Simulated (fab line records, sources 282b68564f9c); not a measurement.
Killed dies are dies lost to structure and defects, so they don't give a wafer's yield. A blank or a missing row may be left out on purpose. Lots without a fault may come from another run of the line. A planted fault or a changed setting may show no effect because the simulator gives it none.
A struck lot beside a sound one | flow rit_cmos | 14 steps out of a route of 202
Sound: wafers L939.1, L939.2, L939.5. Struck: wafers L950.1, L950.2, L950.3. The cause comes at the end.
At each step with rows: each side's tool, then ch and its chambers, then its first start. Under that, the readings that differ: sound wafers | struck wafers | difference of the means | sigmas: that difference in standard deviations of wafers without a fault.
alike: readings whose means differ by less than 2 such deviations, and words and numbers that are the same on both sides. not compared: withheld readings, readings that some wafer has no value for, bounds like >300 that may hide the same value, and numbers for which the record gives no deviation and whose values overlap.
The two part at a step that has a row with sigmas, a row that says differs or no value, or rows on one side only. Numbers that don't overlap but have no deviation are shown without sigmas and don't part them. A reading that every wafer of one side lacks parts them only if that side has two wafers or more.

RIT_GATE_ETCH_19: etches poly-Si in SF6/CHF3/O2, stops on SiO2, time 165 s, target depth 312.5 nm.
  sound on rie_si-02 ch 1,2, day 4 15:43; struck on rie_si-01 ch 0,2,3, day 6 23:17
  alike: CHF3_flow_sccm, drypump_motor_current_A, oes_product_au, throttle_valve_pct
  not compared: rf_hours_counter_h
RIT_GATE_STRIP_20: strips in O2, time 180 s.
  sound on plasma_asher-02 ch 0,1, day 4 15:50; struck on plasma_asher-04 ch 0,1, day 6 23:23
  alike: drypump_motor_current_A
  not compared: rf_hours_counter_h
RIT_GATE_CD_MEAS_90: target cd 150 nm.
  sound on cd_sem-01, day 4 16:00; struck on cd_sem-02, day 6 23:34
  alike: cd_nm
then, 4 steps without rows for these wafers: RIT_REOX_CLEAN_00 (cleans in SC1, time 600 s); RIT_REOX_CLEAN_01 (cleans in dHF, time 30 s); RIT_REOX_CLEAN_02 (cleans in SC2, time 600 s); RIT_REOX_OXIDATION_03 (target thk 25.2 nm, ox time 5580 s).
RIT_REOX_THK_MEAS_04:
  sound on film_metro-01, day 4 19:55; struck on film_metro-01, day 7 02:37
  alike: REOX_OXIDE_THK
then, 4 steps without rows for these wafers: RIT_NLDD_HMDS_00 (prime time 60 s); RIT_NLDD_COAT_01 (resist thk 1000 nm); RIT_NLDD_SOFTBAKE_02 (time 60 s); RIT_NLDD_EXPOSE_03 (exposes mask M7, target cd 40700 nm).
RIT_NLDD_PEB_04:
  sound on litho_track-01 ch 0, day 4 20:44; struck on litho_track-04, day 7 03:21
  reading         | sound          | struck | difference                    | sigmas
  exhaust_pa (Pa) | 45.1 45.7 47.3 | - - -  | no value on the struck wafers |
  not compared: chill_plate_temp_C, resist_line_temp_C
then, 1 step without rows for these wafers: RIT_NLDD_DEVELOP_05 (develop time 50 s).

WHERE THEY PART
Only at RIT_NLDD_PEB_04, within this record.

WHY: what the simulator had put in
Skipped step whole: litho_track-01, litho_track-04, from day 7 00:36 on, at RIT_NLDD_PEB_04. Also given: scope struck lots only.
